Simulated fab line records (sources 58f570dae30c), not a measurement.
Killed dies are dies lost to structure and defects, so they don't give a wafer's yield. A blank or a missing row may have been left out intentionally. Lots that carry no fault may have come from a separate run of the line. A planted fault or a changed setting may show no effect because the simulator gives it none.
Tool commonality check	flow berkeley cmos170	Sampled: 14 lots, 48 wafers

## REASON IT WAS OPENED
2 of 14 lots carry a flag on the reading NWELL_NITRIDE_THK at UCB170_NWELL_THK_MEAS_05. No-fault wafers: 224.5 nm, standard deviation 2.5.
Rule: a lot is flagged when every wafer of it that has a number lies more than 4 standard deviations from that mean, or none has a number. As for the other lots, they are considered sound.

lot	measured	on	NWELL_NITRIDE_THK (nm), wafer by wafer	flag
L273	day 2 08:20	film metro-01	223.1 223.3 222.7	
L276	day 2 21:46	film metro-01	228.6 224.8 226.8	
L277	day 3 06:18	film metro-01	222.8 221.6 221.6	
L279	day 3 18:14	film metro-01	225.0 226.2 225.1	
L280	day 3 18:17	film metro-01	224.7 226.7 227.3	
L282	day 4 02:37	film metro-04	223.2 224.2 224.5	
L281	day 4 02:37	film metro-01	223.6 222.8 223.0	
L283	day 4 12:45	film metro-04	224.2 224.1 224.2	
L284	day 4 19:25	film metro-01	224.5 226.0 224.2	
L285	day 5 07:00	film metro-01	226.0 226.1 225.0	
L288	day 5 12:50	film metro-03	223.9 225.3 224.8	
L290	day 5 20:52	film metro-03	180.1 181.7 181.0 180.1 181.6 181.1	FLAGGED
L291	day 6 00:48	film metro-01	221.8 219.2 218.4	
L293	day 6 08:49	film metro-03	176.9 177.7 178.9 176.8 177.8 179.0	FLAGGED
On average the flagged lots' numbers are 179.4 nm, which is -45.1 nm against the usual, or -18 standard deviations.

## WHICH TOOL RAN EACH LOT
Before the reading, the record contains 2 process steps out of a 331-step route. Each cell gives the tool, then ch followed by the chambers the sampled wafers passed through, then the start.
lot	flag	UCB170_ZERO_STRIP_07	UCB170_NWELL_CVD_04
L273		plasma asher-04 ch 0,1, day 1 21:29	lpcvd-02 ch 1, day 2 06:24
L276		plasma asher-01 ch 0,1, day 2 11:32	lpcvd-01 ch 1, day 2 19:49
L277		plasma asher-01 ch 0,1, day 2 17:26	lpcvd-02 ch 1, day 3 04:20
L279		plasma asher-03 ch 0, day 3 04:04	lpcvd-02 ch 0, day 3 16:16
L280		plasma asher-03 ch 0,1, day 3 11:44	lpcvd-02 ch 1, day 3 16:16
L282		plasma asher-03 ch 0,1, day 3 16:01	lpcvd-02 ch 0, day 4 00:41
L281		plasma asher-04 ch 0,1, day 3 15:28	lpcvd-02 ch 1, day 4 00:41
L283		plasma asher-03 ch 1, day 3 19:39	lpcvd-01 ch 1, day 4 10:49
L284		plasma asher-04 ch 0,1, day 4 03:49	lpcvd-01 ch 0, day 4 17:29
L285		plasma asher-01 ch 0,1, day 4 12:55	lpcvd-01 ch 1, day 5 05:04
L288		plasma asher-04 ch 0,1, day 5 03:24	lpcvd-01 ch 0, day 5 10:54
L290	FLAGGED	plasma asher-04 ch 0,1, day 5 10:31	lpcvd-01 ch 1, day 5 18:55
L291		plasma asher-01 ch 0,1, day 5 15:46	lpcvd-02 ch 0, day 5 22:50
L293	FLAGGED	plasma asher-04 ch 0,1, day 5 22:18	lpcvd-01 ch 0, day 6 06:53
What these steps do:
- UCB170_ZERO_STRIP_07: strips in O2.
- UCB170_NWELL_CVD_04: deposits Si3N4 from SiH2Cl2/NH3, target thk 224 nm, time 3360 s.
- UCB170_NWELL_THK_MEAS_05

## FLAGGED AGAINST TOTAL, ONE TOOL AT A TIME (gauges that did the reading follow at the end)
step	tool	lots run	flagged	share of the flagged lots	sound lots run after its first flagged lot
UCB170_ZERO_STRIP_07	plasma asher-01	4	0	none	-
UCB170_ZERO_STRIP_07	plasma asher-03	4	0	none	-
UCB170_ZERO_STRIP_07	plasma asher-04	6	2	all	0
UCB170_NWELL_CVD_04	lpcvd-01	7	2	all	0
UCB170_NWELL_CVD_04	lpcvd-02	7	0	none	-
UCB170_NWELL_THK_MEAS_05	film metro-01	9	0	none	-
UCB170_NWELL_THK_MEAS_05	film metro-03	3	2	all	0
UCB170_NWELL_THK_MEAS_05	film metro-04	2	0	none	-

## WHAT THE TABLE ALLOWS
All flagged lots were run by 3 table rows, namely plasma asher-04 at UCB170_ZERO_STRIP_07, lpcvd-01 at UCB170_NWELL_CVD_04, film metro-03 at UCB170_NWELL_THK_MEAS_05.
- plasma asher-04 at UCB170_ZERO_STRIP_07 ran 6 lots, 2 of them flagged. It ran its last sound lot, L288, at day 5 03:24 and its first flagged lot, L290, at day 5 10:31: a fault with its onset between the two fits.
- lpcvd-01 at UCB170_NWELL_CVD_04 ran 7 lots, 2 of them flagged. It ran its last sound lot, L288, at day 5 10:54 and its first flagged lot, L290, at day 5 18:55: a fault with its onset between the two fits.
- film metro-03 at UCB170_NWELL_THK_MEAS_05 ran 3 lots, 2 of them flagged. It ran its last sound lot, L288, at day 5 12:50 and its first flagged lot, L290, at day 5 20:52: a fault with its onset between the two fits.
These 3 tools cannot be told apart by counting lots, since each of them fits a fault that started at some hour. More lots, or a look at what each step does to the wafer, might.

## WHAT THE SIMULATOR HAD PUT IN
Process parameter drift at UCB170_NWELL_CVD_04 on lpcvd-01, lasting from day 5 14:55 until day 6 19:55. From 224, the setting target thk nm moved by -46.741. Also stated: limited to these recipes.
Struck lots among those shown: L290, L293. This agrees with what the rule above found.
